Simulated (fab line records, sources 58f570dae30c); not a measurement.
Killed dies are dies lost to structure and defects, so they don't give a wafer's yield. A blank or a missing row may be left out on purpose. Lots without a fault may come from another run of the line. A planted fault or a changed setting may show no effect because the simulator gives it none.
Which tool did it? | flow berkeley_cmos170 | 7 lots, 21 wafers sampled, at 2 steps of a route of 331

WHAT THE GAUGES READ, wafer by wafer
UCB170_M3_RS_MEAS_02: measures by four-point-probe.
lot  | measured     | on            | M3_AL_RS (ohm/sq)
L749 | day 9 14:59  | film_metro-01 | 0.0324 0.0325 0.0323
L746 | day 9 21:48  | film_metro-02 | 0.0319 0.0317 0.0318
L753 | day 10 14:28 | film_metro-01 | 0.0327 0.0326 0.0323
L757 | day 11 08:57 | film_metro-01 | 0.0326 0.0326 0.0330
L759 | day 12 02:49 | film_metro-01 | 0.0318 0.0192 0.0321 0.0318 0.0192 0.0321
L762 | day 12 18:44 | film_metro-01 | 0.0192 0.0320 0.0319 0.0193 0.0320 0.0319
L767 | day 13 12:38 | film_metro-04 | 0.0319 0.0320 0.0321

WHICH TOOL RAN EACH LOT (tool, then ch and the chambers of the sampled wafers, then the start)
lot  | UCB170_M3_SPUTTER_01
L749 | pvd_sputter-03, day 9 14:55
L746 | pvd_sputter-03, day 9 21:42
L753 | pvd_sputter-01, day 10 14:22
L757 | pvd_sputter-01, day 11 08:52
L759 | pvd_sputter-03, day 12 02:44
L762 | pvd_sputter-03, day 12 18:38
L767 | pvd_sputter-01, day 13 12:31
- UCB170_M3_SPUTTER_01: material Al, target thk 900 nm, time 120 s.

THE ANSWER, worked out from the rows above alone
Rule: what is usual is taken from the lots themselves. Put in order of their means at a reading, lots are off if they are a third of the lots or fewer, leave a main group of 4 or more, and stand apart from it by a gap of 3 or more times the standard deviation of the main group's means; of several such gaps the widest counts. A main group whose means are all the same, to the digits that the tables above print for the reading, isn't used. A lot without any number at a reading at which 4 lots or more have one is off too. The other lots that the step has rows for count as sound.
Off: L759, L762, at UCB170_M3_RS_MEAS_02 (M3_AL_RS). The main group: mean 0.0323 ohm/sq, standard deviation 0.00034.
A tool fits if, at a process step before that reading, it ran every lot that is off, and no sound lot after the first of them. The gauges at UCB170_M3_RS_MEAS_02 are tried like those tools. Can't be told from this: 2 tools fit, pvd_sputter-03 at UCB170_M3_SPUTTER_01, film_metro-01 at UCB170_M3_RS_MEAS_02.

WHAT THE SIMULATOR HAD PUT IN
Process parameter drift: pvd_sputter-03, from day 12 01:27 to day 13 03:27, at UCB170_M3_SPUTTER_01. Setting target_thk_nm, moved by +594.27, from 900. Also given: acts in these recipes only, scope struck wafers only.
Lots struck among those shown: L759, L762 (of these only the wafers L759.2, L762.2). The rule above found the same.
